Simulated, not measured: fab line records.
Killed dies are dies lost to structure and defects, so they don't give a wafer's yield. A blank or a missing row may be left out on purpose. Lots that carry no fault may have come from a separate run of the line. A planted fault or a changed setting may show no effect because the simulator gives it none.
The tool behind it: which one? :: flow berkeley_cmos170 :: 11 lots, 33 wafers sampled, at 3 steps of a route of 331

WHAT EACH GAUGE READ, for each wafer
UCB170_V1_THK_MEAS_01.
lot: L290
measured: day 7 04:44
on: film_metro-03
V1_TEOS_THK (nm): 1988 2038 2032

lot: L291
measured: day 8 00:12
on: film_metro-03
V1_TEOS_THK (nm): 2018 2000 2042

lot: L292
measured: day 8 04:41
on: film_metro-01
V1_TEOS_THK (nm): 1995 1980 2003

lot: L293
measured: day 8 04:41
on: film_metro-02
V1_TEOS_THK (nm): 1942 2032 2023

lot: L303
measured: day 10 05:43
on: film_metro-01
V1_TEOS_THK (nm): 1948 2980 2006

lot: L308
measured: day 11 06:06
on: film_metro-02
V1_TEOS_THK (nm): 1984 1939 1955

lot: L305
measured: day 11 06:15
on: film_metro-02
V1_TEOS_THK (nm): 2914 2003 1989

lot: L307
measured: day 11 06:07
on: film_metro-03
V1_TEOS_THK (nm): 2012 2026 2052

lot: L309
measured: day 11 13:52
on: film_metro-01
V1_TEOS_THK (nm): 2020 1986 2035

lot: L312
measured: day 11 21:25
on: film_metro-02
V1_TEOS_THK (nm): 1990 2038 1974

lot: L311
measured: day 11 21:28
on: film_metro-03
V1_TEOS_THK (nm): 1973 1990 1996

WHICH TOOL RAN EACH LOT (tool, then ch and the chambers of the sampled wafers, then the start)
lot: L290
UCB170_M1_STRIP_13: plasma_asher-01 ch 0,1, day 6 23:01
UCB170_V1_CVD_00: pecvd-03 ch 0,2, day 7 04:35

lot: L291
UCB170_M1_STRIP_13: plasma_asher-01 ch 0,1, day 7 18:16
UCB170_V1_CVD_00: pecvd-01 ch 1,2, day 8 00:03

lot: L292
UCB170_M1_STRIP_13: plasma_asher-03 ch 0,1, day 8 01:08
UCB170_V1_CVD_00: pecvd-04 ch 0,1, day 8 04:31

lot: L293
UCB170_M1_STRIP_13: plasma_asher-03 ch 0,1, day 8 02:55
UCB170_V1_CVD_00: pecvd-03 ch 0,1,2, day 8 04:31

lot: L303
UCB170_M1_STRIP_13: plasma_asher-04 ch 0,1, day 10 00:02
UCB170_V1_CVD_00: pecvd-04 ch 1,2, day 10 05:29

lot: L308
UCB170_M1_STRIP_13: plasma_asher-01 ch 0,1, day 11 03:07
UCB170_V1_CVD_00: pecvd-03 ch 1,2, day 11 05:56

lot: L305
UCB170_M1_STRIP_13: plasma_asher-03 ch 0,1, day 11 03:26
UCB170_V1_CVD_00: pecvd-04 ch 0,1,2, day 11 06:06

lot: L307
UCB170_M1_STRIP_13: plasma_asher-01 ch 0,1, day 11 03:25
UCB170_V1_CVD_00: pecvd-01 ch 0,1,2, day 11 05:56

lot: L309
UCB170_M1_STRIP_13: plasma_asher-01 ch 0, day 11 10:29
UCB170_V1_CVD_00: pecvd-01 ch 0,2, day 11 13:43

lot: L312
UCB170_M1_STRIP_13: plasma_asher-03 ch 0,1, day 11 16:13
UCB170_V1_CVD_00: pecvd-03 ch 1,2, day 11 21:14

lot: L311
UCB170_M1_STRIP_13: plasma_asher-01 ch 0,1, day 11 17:37
UCB170_V1_CVD_00: pecvd-01 ch 1,2, day 11 21:14
- UCB170_M1_STRIP_13: strips in O2.
- UCB170_V1_CVD_00: deposits SiO2 from TEOS/O2, target thk 2000 nm, time 250 s.

THE ANSWER, worked out from the rows above alone
Rule: the lots themselves supply what counts as usual. Put in order of their means at a reading, lots are off if they are a third of the lots or fewer, leave a main group of 4 or more, and stand apart from it by a gap of 3 or more times the standard deviation of the main group's means; of several such gaps the widest counts. A main group is skipped when, at the precision printed for the reading in the tables above, its means are all equal. A lot without any number at a reading at which 4 lots or more have one is off too. Where the step has rows for the other lots, those lots are counted as sound.
Off: L303, L305, at UCB170_V1_THK_MEAS_01 (V1_TEOS_THK). For the main group the mean is 2002 nm and the standard deviation 20.
If a tool, at a process step before that reading, ran all the lots that are off and no sound lot after the first of them, it fits. Gauges at UCB170_V1_THK_MEAS_01: tried the same way as those tools. One fits: pecvd-04 at UCB170_V1_CVD_00. Its last sound lot is L292 (day 8 04:31), its first lot that is off L303 (day 10 05:29): a fault that began between those two fits.

WHAT THE SIMULATOR HAD INSERTED
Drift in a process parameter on pecvd-04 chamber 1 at UCB170_V1_CVD_00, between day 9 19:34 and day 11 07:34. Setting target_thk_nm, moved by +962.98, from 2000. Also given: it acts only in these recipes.
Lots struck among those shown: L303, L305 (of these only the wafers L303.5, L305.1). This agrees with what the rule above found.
